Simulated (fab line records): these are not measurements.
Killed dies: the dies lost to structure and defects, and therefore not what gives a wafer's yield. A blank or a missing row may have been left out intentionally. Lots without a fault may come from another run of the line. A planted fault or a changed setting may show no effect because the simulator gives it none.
Code-filled problem report in 8D (eight disciplines) form | flow ritCmos | the parts of the form that need people (team, actions taken, sign-off) are left out

1. WHAT IS WRONG
NRETRO_TW at RIT_NRETRO_TW_MEAS_10 reads a mean of 30 on 9 wafers of 3 lots; wafers without a fault read 1045 with a standard deviation of 9.7. So: -99 or more standard deviations from the usual mean.
First seen on wafer L371.1, day 4 11:20, on filmMetro-04. The record has a number at this step for 45 wafers belonging to 15 lots. The rule behind "out" and "out of limits": a value lying over 4 standard deviations away from the usual mean. The rest of the wafers with a number are treated as sound.

2. WHAT IT IS AND WHAT IT IS NOT
question                    | is                         | is not
which readings at this step | NRETRO_TW                  | -
which lots                  | L371, L372, L373           | L361, L362, L363, L364, L368, L375, L379, L380, L381, L382, L383, L384
which wafers of those lots  | all that have a number     | -
read on which gauges        | filmMetro-02, filmMetro-04 | filmMetro-03
when                        | from day 4 11:20           | up to then (15 sound wafers); but 21 sound wafers of L375, L379, L380, L381, L382, L383, L384 came after

3. WHAT RULES OUT EACH SUSPECT
Counting: a tool at a process step up to the reading stays a suspect if it ran every lot that is out and no sound lot after the first of them.
- ruled out: the gauge at RIT_NRETRO_TW_MEAS_10. The wafers that are out were read on 2 gauges (filmMetro-02, filmMetro-04).
- plasmaAsher-04 at RIT_PWELL_STRIP_09 (strips in O2, time 180 s): ruled out as a lasting fault. Following L371 (day 4 03:24), the first lot on it that is out, the sound lots L381, L382 were run on it.
Left after counting: nothing in the record.

4. THE CAUSE (what the simulator had put in)
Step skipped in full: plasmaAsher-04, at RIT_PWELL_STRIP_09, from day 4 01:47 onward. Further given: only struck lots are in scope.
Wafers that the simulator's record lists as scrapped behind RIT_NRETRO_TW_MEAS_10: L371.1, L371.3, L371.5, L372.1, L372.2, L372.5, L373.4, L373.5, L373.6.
It was ruled out by counting, in error; the rule expects a fault to strike all lots run on its tool from its start on, and this fault did not.

5. THE CHAIN OF EFFECTS, in route order
Rows list readings where the struck wafers' mean (over those with a number) sits beyond 3 standard deviations from the usual. Only readings whose record carries a usual standard deviation are examined. hours: median over the lots of the time between each lot's start at the first step of this table that gives one and its start at this step. sigmas: the change, counted in usual standard deviations.
hours | step                  | reading   | usual | on struck wafers | change | sigmas
0     | RIT_NRETRO_TW_MEAS_10 | NRETRO_TW | 1045  | 30               | -1015  | -99 or more
Readings that are blank on the struck wafers while sound wafers have them: chamberPressureMTorr at RIT_PWELL_STRIP_09; drypumpMotorCurrentA at RIT_PWELL_STRIP_09.

6. WHAT WOULD HAVE CAUGHT IT SOONER
In this record the first reading out of limits at a measuring or inspecting step was taken at day 4 11:20, 10 hours after the fault began at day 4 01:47.
At RIT_PWELL_STRIP_09 the tool's readings are blank on the struck wafers, where sound wafers have them: an empty tool record is the first sign, and it was there at once.
